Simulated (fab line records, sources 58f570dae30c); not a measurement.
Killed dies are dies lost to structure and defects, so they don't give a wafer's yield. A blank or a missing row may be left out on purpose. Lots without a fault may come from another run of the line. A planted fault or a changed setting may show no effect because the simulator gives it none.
fab line records | flow berkeley_cmos170 | part 2 of 2: steps 33 to 42 of 42
record lots=5 wafers=15 last_day=11
route steps=331 shown ZERO@13 NWELL@14 PWELL@34
lots that met no fault: from a run of the same line without faults
start_h: hours from the record's first day to the start of the lot's first wafer shown | wait_h: hours since the lot's step before | " the same as in the row above | L1.1+2: a row that stands for several wafers | - no value, or no start given | * or withheld: withheld | < > ~ a bound
route shown NAME@n: a module of which the file shows steps, and the number in the route of the first | usual: mean/standard deviation of fault-free wafers | same: alike in all rows | chamber/n: place in a boat | sites: the reading at each site | _std_site: their standard deviation | _edge_site: outer sites' mean less inner sites' | radius_mm: how far each site lies from the wafer's centre | mask NAME#n: copy n | behind: the tool/chamber that last shaped the wafer | hold: why the lot was held/for how many hours/how that ended | device: the transistor (n, p or np) that didn't switch | end of line: the same wafers' tests at the end of the route | a step without rows: its recipe alone | killed: dies lost to structure and defects at the first sort, not the wafer's yield | map: a wafer's dies, x killed, . not, _ none there
set.NAME: the setting as run; set.NAME@STEP: as run at that earlier step | model.NAME: the simulator's own value behind a step, which no gauge read
lots at some steps of the route; a table a step, a row a wafer
services: from which hour (start_h, from the record's first day; less than 0 if before it) a tool's chamber was out of use, for how many hours, and why
## steps
# step UCB170_PWELL_PEB_11
# recipe peb_temp_c=130 peb_time_s=withheld resist=KrF
# columns lot.wafer tool chamber start_h wait_h
L079.2+4+5 litho_track-03 0 70.72 0.3
L082.2+3+6 litho_track-02 0 89.06 0.1
L089.1+2+3 litho_track-04 0 125.17 0.1
L090.2+3+6 litho_track-04 0 - -
L095.1+2+6 litho_track-02 0 154.44 0.5
# step UCB170_PWELL_DEVELOP_12
# recipe developer=TMAH develop_time_s=45 resist=KrF dev_temp_c=21
# columns lot.wafer tool chamber start_h wait_h
L079.2+4+5 litho_track-03 0 - -
L082.2+3+6 litho_track-02 0 - -
L089.1+2+3 litho_track-04 0 - -
L090.2+3+6 litho_track-04 0 - -
L095.1+2+6 litho_track-02 0 - -
# step UCB170_PWELL_OVL_MEAS_13
# usual PWELL_OVL=2/5
# columns lot.wafer tool chamber start_h wait_h PWELL_OVL[nm]
L079.2 overlay-01 - 70.98 - -7
L079.4 " - " " -11
L079.5 " - " " -5
L082.2 overlay-01 - 89.31 - 7
L082.3 " - " " 4
L082.6 " - " " 8
L089.1 overlay-01 - 125.44 - 6
L089.2 " - " " 9
L089.3 " - " " 4
L090.2 overlay-01 - 133.23 - 0
L090.3 " - " " 1
L090.6 " - " " -1
L095.1 overlay-02 - 154.71 - 0
L095.2 " - " " -1
L095.6 " - " " 4
# step UCB170_PWELL_ETCH_14
# recipe chemistry=CH3F/Ar/O2 target=Si3N4 stop_on=SiO2 CH3F_flow_sccm=20 Ar_flow_sccm=50 O2_flow_sccm=7 pressure_mtorr=50 rf_w=450 target_depth_a=2420 over_etch_frac=0.1 time_s=151
# usual drypump_motor_current_A=5.82/0.22 oes_product_au=0.938/0.012 throttle_valve_pct=8.12/0.1
# same time_s=151
# columns lot.wafer tool chamber start_h wait_h drypump_motor_current_A oes_product_au rf_hours_counter_h throttle_valve_pct
L079.2 rie_diel-02 0 71.01 0.0 6.02 0.952 141 8.23
L079.4 " 3 " " 5.95 0.929 - 8.18
L079.5 " 0 " " 5.99 0.965 - 8.22
L082.2 rie_diel-03 1 89.34 0.0 6.17 0.948 134 8.16
L082.3 " 3 " " 5.56 0.925 14 8.17
L082.6 " 2 " " 5.94 0.944 - 7.96
L089.1 rie_diel-03 2 125.48 0.0 5.97 0.953 51 7.94
L089.2 " 3 " " 5.56 0.934 16 8.17
L089.3 " 0 " " 5.70 0.946 111 8.00
L090.2 rie_diel-03 3 133.26 0.0 5.59 0.914 16 8.16
L090.3 " 2 " " 5.97 0.945 51 7.95
L090.6 " 1 " " 6.17 0.931 - 8.17
L095.1 rie_diel-02 3 154.75 0.0 5.97 0.926 117 8.18
L095.2 " 0 " " 6.02 0.946 146 8.22
L095.6 " 3 " " 5.99 0.932 - 8.17
# step UCB170_PWELL_IMPLANT_15
# recipe species=B dose_cm2=5.037e+12 energy_kev=60 tilt_deg=7
# usual beam_energy_keV=59.995/0.019 tilt_deg=6.999/0.021
# columns lot.wafer tool chamber start_h wait_h beam_energy_keV tilt_deg
L079.2 implanter-03 0 71.19 0.1 59.969 7.019
L079.4 " 0 " " 59.982 7.024
L079.5 " 0 " " 59.974 7.020
L082.2 implanter-03 0 89.47 0.1 59.979 7.031
L082.3 " 0 " " 59.981 6.996
L082.6 " 0 " " 59.980 7.009
L089.1 implanter-04 0 125.58 0.1 59.994 7.000
L089.2 " 0 " " 59.975 6.985
L089.3 " 0 " " 59.981 7.011
L090.2 implanter-03 0 133.38 0.1 60.000 6.975
L090.3 " 0 " " 59.998 7.004
L090.6 " 0 " " 60.027 6.991
L095.1 implanter-04 0 154.85 0.1 60.000 7.000
L095.2 " 0 " " 59.991 6.966
L095.6 " 0 " " 60.023 7.012
# step UCB170_PWELL_STRIP_16
# recipe chemistry=O2 power_w=400 pressure_mtorr=3500 platen_temp_c=withheld o2_flow_sccm=400 overash_fraction=0.5
# usual drypump_motor_current_A=5.9/0.41 oes_product_au=0.721/0.0043 strip_time_to_endpoint_s=18.08/0.094
# columns lot.wafer tool chamber start_h wait_h drypump_motor_current_A oes_product_au rf_hours_counter_h strip_time_to_endpoint_s
L079.2 plasma_asher-04 1 71.31 0.1 5.9 0.727 39 18.24
L079.4 " 1 " " 5.9 0.721 - 18.15
L079.5 " 1 " " 5.9 0.722 - 18.25
L082.2 plasma_asher-01 0 89.59 0.1 5.4 0.722 25 17.97
L082.3 " 0 " " 5.3 0.719 - 18.14
L082.6 " 0 " " 5.3 0.723 - 18.14
L089.1 plasma_asher-02 1 125.73 0.1 5.8 0.726 44 18.00
L089.2 " 0 " " 5.7 0.711 44 17.98
L089.3 " 0 " " 5.6 0.723 - 17.87
L090.2 plasma_asher-01 0 133.51 0.1 5.3 0.723 30 18.17
L090.3 " 1 " " 6.6 0.725 - 18.14
L090.6 " 0 " " 5.3 0.717 - 18.11
L095.1 plasma_asher-02 0 155.00 0.1 5.6 0.717 48 18.10
L095.2 " 1 " " 5.8 0.716 48 18.21
L095.6 " 1 " " 5.7 0.726 - 18.12
# step UCB170_PWELL_TW_MEAS_17
# usual PWELL_TW=381.0/2.7
# columns lot.wafer tool chamber start_h wait_h PWELL_TW
L079.2 film_metro-02 - 71.42 0.1 384.2
L079.4 " - " " 383.1
L079.5 " - " " 381.5
L082.2 film_metro-04 - 89.70 0.1 374.4
L082.3 " - " " 375.2
L082.6 " - " " 376.8
L089.1 film_metro-02 - 125.83 0.1 382.7
L089.2 " - " " 382.5
L089.3 " - " " 383.3
L090.2 film_metro-03 - 133.62 0.1 381.9
L090.3 " - " " 382.8
L090.6 " - " " 382.3
L095.1 film_metro-03 - 155.12 0.1 383.4
L095.2 " - " " 381.9
L095.6 " - " " 380.9
# step UCB170_PWELL_CLEAN_18
# recipe chemistry=SPM temp_c=120 time_s=600
# usual bath_guard_temp_C=119.9/0.35
# same time_s=600
# columns lot.wafer tool chamber start_h wait_h bath_guard_temp_C
L079.2 wet_bench-01 0 72.03 0.6 120.1
L079.4 " 0 " " 120.2
L079.5 " 0 " " 120.5
L082.2 wet_bench-01 0 89.75 0.0 120.2
L082.3 " 0 " " 120.2
L082.6 " 0 " " 120.1
L089.1 wet_bench-01 0 125.89 0.1 120.4
L089.2 " 0 " " 120.1
L089.3 " 0 " " 119.8
L090.2 wet_bench-02 3 133.67 0.0 119.8
L090.3 " 3 " " 120.1
L090.6 " 3 " " 119.7
L095.1 wet_bench-02 1 155.18 0.1 119.1
L095.2 " 1 " " 119.1
L095.6 " 1 " " 119.1
# step UCB170_PWELL_WET_ETCH_19
# recipe chemistry=H3PO4 target=Si3N4 temp_c=160 time_s=14400
# usual bath_guard_temp_C=159.9/0.45
# same time_s=14400
# columns lot.wafer tool chamber start_h wait_h bath_guard_temp_C
L079.2 wet_bench-01 1 72.63 0.4 160.3
L079.4 " 1 " " 160.0
L079.5 " 1 " " 160.1
L082.2 wet_bench-02 1 89.93 0.0 159.3
L082.3 " 1 " " 159.1
L082.6 " 1 " " 159.1
L089.1 wet_bench-03 2 126.06 0.0 159.8
L089.2 " 2 " " 159.8
L089.3 " 2 " " 159.6
L090.2 wet_bench-02 0 133.84 0.0 160.3
L090.3 " 0 " " 159.8
L090.6 " 0 " " 159.9
L095.1 wet_bench-02 3 155.35 0.0 159.7
L095.2 " 3 " " 160.0
L095.6 " 3 " " 160.0
# step UCB170_PWELL_WET_ETCH_20
# recipe chemistry=BOE dilution=5:1 target=SiO2 temp_c=25 time_s=22
# same time_s=22
# columns lot.wafer tool chamber start_h wait_h
L079.2+4+5 wet_bench-01 1 77.29 0.3
L082.2+3+6 wet_bench-03 3 93.94 0.0
L089.1+2+3 wet_bench-02 0 130.07 0.0
L090.2+3+6 wet_bench-01 1 137.90 0.0
L095.1+2+6 wet_bench-01 1 159.76 0.4
## services
# columns tool chamber start_h hours kind
krf_scanner-02 - 22.82 0.8 pm
plasma_asher-04 - 24.00 0.4 repair
krf_scanner-01 - 27.50 1.3 pm
rie_diel-03 3 41.39 1.6 repair
furnace-01 - 44.43 2.9 pm
furnace-04 - 45.90 3.6 pm
krf_scanner-01 - 57.59 0.8 pm
plasma_asher-02 - 59.99 3.1 repair
implanter-03 - 77.08 1.7 repair
krf_scanner-02 - 84.15 1.0 pm
krf_scanner-01 - 89.24 1.0 pm
implanter-04 - 93.58 7.0 repair
plasma_asher-04 - 108.75 9.0 pm
krf_scanner-02 - 109.07 0.8 repair
lpcvd-02 - 118.07 6.0 pm
wet_bench-03 - 124.01 1.9 pm
krf_scanner-02 - 131.10 2.8 repair
furnace-04 - 132.84 4.2 pm
krf_scanner-02 - 133.88 1.3 pm
krf_scanner-01 - 135.63 0.6 repair
furnace-01 - 135.76 2.6 pm
plasma_asher-01 - 136.96 20.3 repair
plasma_asher-04 - 140.63 4.3 repair
krf_scanner-01 - 157.29 0.2 repair
